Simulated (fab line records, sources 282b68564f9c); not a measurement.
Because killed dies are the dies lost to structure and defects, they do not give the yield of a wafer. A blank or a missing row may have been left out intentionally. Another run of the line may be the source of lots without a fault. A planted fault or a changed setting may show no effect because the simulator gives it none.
Which of the tools did it?	flow rit cmos	16 lots, 48 wafers sampled, at 2 steps of a route of 202

== WHAT THE GAUGES READ, wafer by wafer ==
No reading from a measuring or inspecting step in the record can be judged against a usual standard deviation.

== WHAT TOOL EACH LOT RAN ON (gives the tool, then ch and the chambers of the sampled wafers, and finally the start) ==
lot	RIT_NRETRO_SOFTBAKE_02	RIT_M1_PROBE_99
L723	litho track-04 ch 0, day 2 07:25	-
L724	litho track-02 ch 0, day 2 15:02	-
L725	litho track-01 ch 0, day 2 16:19	-
L726	litho track-01 ch 0, day 3 01:37	-
L727	litho track-01 ch 0, day 3 06:28	-
L728	litho track-04 ch 0, day 3 12:12	-
L729	litho track-01 ch 0, day 3 12:24	-
L730	litho track-01 ch 0, day 3 17:44	-
L731	litho track-01 ch 0, day 3 23:25	-
L737	litho track-04 ch 0, day 5 04:24	-
L739	litho track-02 ch 0, day 5 14:55	prober-02, day 6 19:48
L741	litho track-04 ch 0, day 5 23:18	prober-02, day 7 06:38
L743	litho track-01 ch 0, day 6 10:10	-
L744	litho track-01 ch 0, day 6 15:47	-
L745	litho track-01 ch 0, day 6 21:45	-
L746	litho track-01 ch 0, day 7 02:12	-
- RIT_NRETRO_SOFTBAKE_02: time 60 s.
- RIT_M1_PROBE_99

== AS READ BY THE TOOLS THEMSELVES (means over the sampled wafers that have a number; for cases with no such wafer, the mark the record gives instead) ==
RIT_NRETRO_SOFTBAKE_02.
lot	tool	run length s (s)
L723	litho track-04	89.03
L724	litho track-02	89.51
L725	litho track-01	89.25
L726	litho track-01	89.42
L727	litho track-01	92.90
L728	litho track-04	89.06
L729	litho track-01	92.94
L730	litho track-01	92.82
L731	litho track-01	92.80
L737	litho track-04	89.02
L739	litho track-02	89.50
L741	litho track-04	89.06
L743	litho track-01	89.33
L744	litho track-01	89.31
L745	litho track-01	89.33
L746	litho track-01	89.37

RIT_M1_PROBE_99.
lot	tool	killed at contacts	killed at front end	killed dies	killed open	killed short
L739	prober-02	0.0	8.7	8.7	4.0	5
L741	prober-02	0.3	5.7	6.0	2.7	3

== THE ANSWER, worked out from the rows above alone ==
Rule: the lots themselves supply what counts as usual. Put in order of their means at a reading, lots are off if they are a third of the lots or fewer, leave a main group of 4 or more, and stand apart from it by a gap of 3 or more times the standard deviation of the main group's means; of several such gaps the widest counts. Not used: any main group whose means are identical at the precision the tables above print for the reading. A lot without any number at a reading at which 4 lots or more have one is off too. Where the step has rows for the other lots, those lots are counted as sound. The gauges are gone through in route order, then the tools' own readings, and for those a lot's mean is taken as printed above. The first step at which some lot is off is used, and at that step the reading that is off furthest; a lot without a number counts as furthest.
Off: L727, L729, L730, L731, at RIT_NRETRO_SOFTBAKE_02 (run length s). Mean 89.27 s and standard deviation 0.17 in the main group.
If a tool, at that step or one of the process steps before it, ran each lot that is off and ran no sound lot following the first of them, it fits. No candidate that was tried fits.

== WHAT THE SIMULATOR HAD INSERTED ==
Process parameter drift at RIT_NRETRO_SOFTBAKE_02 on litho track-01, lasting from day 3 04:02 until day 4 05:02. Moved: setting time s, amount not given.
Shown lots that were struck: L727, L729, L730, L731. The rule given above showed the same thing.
